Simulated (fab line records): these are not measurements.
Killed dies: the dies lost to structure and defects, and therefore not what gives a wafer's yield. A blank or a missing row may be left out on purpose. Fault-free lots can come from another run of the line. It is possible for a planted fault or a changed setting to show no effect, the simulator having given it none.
Comparing a struck lot with a sound one -- flow rit cmos -- 13 steps out of a route of 202
Sound: wafers L788.1, L788.2, L788.5. Wafers struck: L798.1, L798.3, L798.5. The cause is named last.
Each step with rows lists, per side, the tool, then ch with its chambers, then its first start. Under that, the readings that differ: sound wafers -- struck wafers -- difference of the means -- sigmas: that difference in standard deviations of wafers without a fault.
alike: a reading whose means differ by less than 2 such deviations, as well as words and numbers matching on both sides. not compared: withheld readings; readings where some wafer has no value; bounds like >300 that might hide an equal value; numbers whose values overlap and for which the record gives no deviation.
Wherever a step has rows on one side only, a row that says differs or no value, or a row with sigmas, the two part there. Numbers that don't overlap but have no deviation are shown without sigmas and don't part them. A reading missing from all wafers of one side parts the sides only when that side holds two or more wafers.

RIT_ACTIVE_BOW_MEAS_00:
  struck on film metro-03, day 4 08:00; sound on film metro-04, day 2 06:00
  alike: INCOMING_BOW
then, 1 step without rows for these wafers: RIT_ACTIVE_OXIDATION_01 (target thk 46.8 nm, ox time 3360 s).
RIT_ACTIVE_THK_MEAS_02:
  struck on film metro-03, day 4 12:11; sound on film metro-02, day 2 08:59
reading,sound,struck,difference,sigmas
ACTIVE_OXIDE_THK (nm),48.8 47.8 47.4,45.9 44.8 43.9,-3.1,-4
then, 1 step without rows for these wafers: RIT_ACTIVE_CVD_03 (deposits Si3N4 from SiH2Cl2/NH3, target thk 150 nm, time 1500 s).
RIT_ACTIVE_THK_MEAS_04:
  struck on film metro-04, day 4 13:40; sound on film metro-02, day 2 10:28
  alike: ACTIVE_NITRIDE_THK
then, 2 steps without rows for these wafers: RIT_ACTIVE_HMDS_05 (prime time 60 s); RIT_ACTIVE_COAT_06 (resist thk 1000 nm).
RIT_ACTIVE_SOFTBAKE_07: time 60 s.
  sound on litho track-04 ch 0, day 2 10:50; struck on litho track-01 ch 0, day 4 14:02
reading,sound,struck,difference,sigmas
heater power total W (W),34.52 34.62 34.59,36.10 36.30 36.21,+1.63,+31
plate temp C (C),89.89 90.07 89.98,93.25 93.30 93.28,+3.30,+24
model.NOVOLAK_of_ACTIVE_COAT_06.thk nm (nm),1001 998.6 997.9,993.2 993.9 994.1,-5.4,
  alike: resist line temp C
then, 2 steps without rows for these wafers: RIT_ACTIVE_EXPOSE_08 (exposes mask M1, target cd 1400 nm); RIT_ACTIVE_PEB_09.
RIT_ACTIVE_DEVELOP_10: develop time 50 s.
  sound: litho track-01 ch 0; struck: litho track-01 ch 0
reading,sound,struck,difference,sigmas
model.NOVOLAK_of_ACTIVE_COAT_06.thk nm (nm),1001 998.3 997.5,992.8 993.6 993.8,-5.5,
  alike: resist line temp C
RIT_ACTIVE_CD_MEAS_11: the cd target is 1400 nm.
  struck on cd sem-02, day 4 14:35; sound on cd sem-01, day 2 11:31
reading,sound,struck,difference,sigmas
cd nm (nm),1395.2 1397.0 1397.6,1405.8 1404.6 1403.4,+8.0,+3
RIT_M1_PROBE_99:
  struck on prober-02, day 6 12:43; sound on prober-01, day 4 09:53
  alike: killed at contacts, killed at front end, killed dies, killed open, killed short

== WHERE THEY PART ==
First at RIT_ACTIVE_THK_MEAS_02; last, within this record, at RIT_ACTIVE_CD_MEAS_11. Later steps at which nothing parts them and some readings are alike: RIT_M1_PROBE_99.

WHY: what had been put in by the simulator
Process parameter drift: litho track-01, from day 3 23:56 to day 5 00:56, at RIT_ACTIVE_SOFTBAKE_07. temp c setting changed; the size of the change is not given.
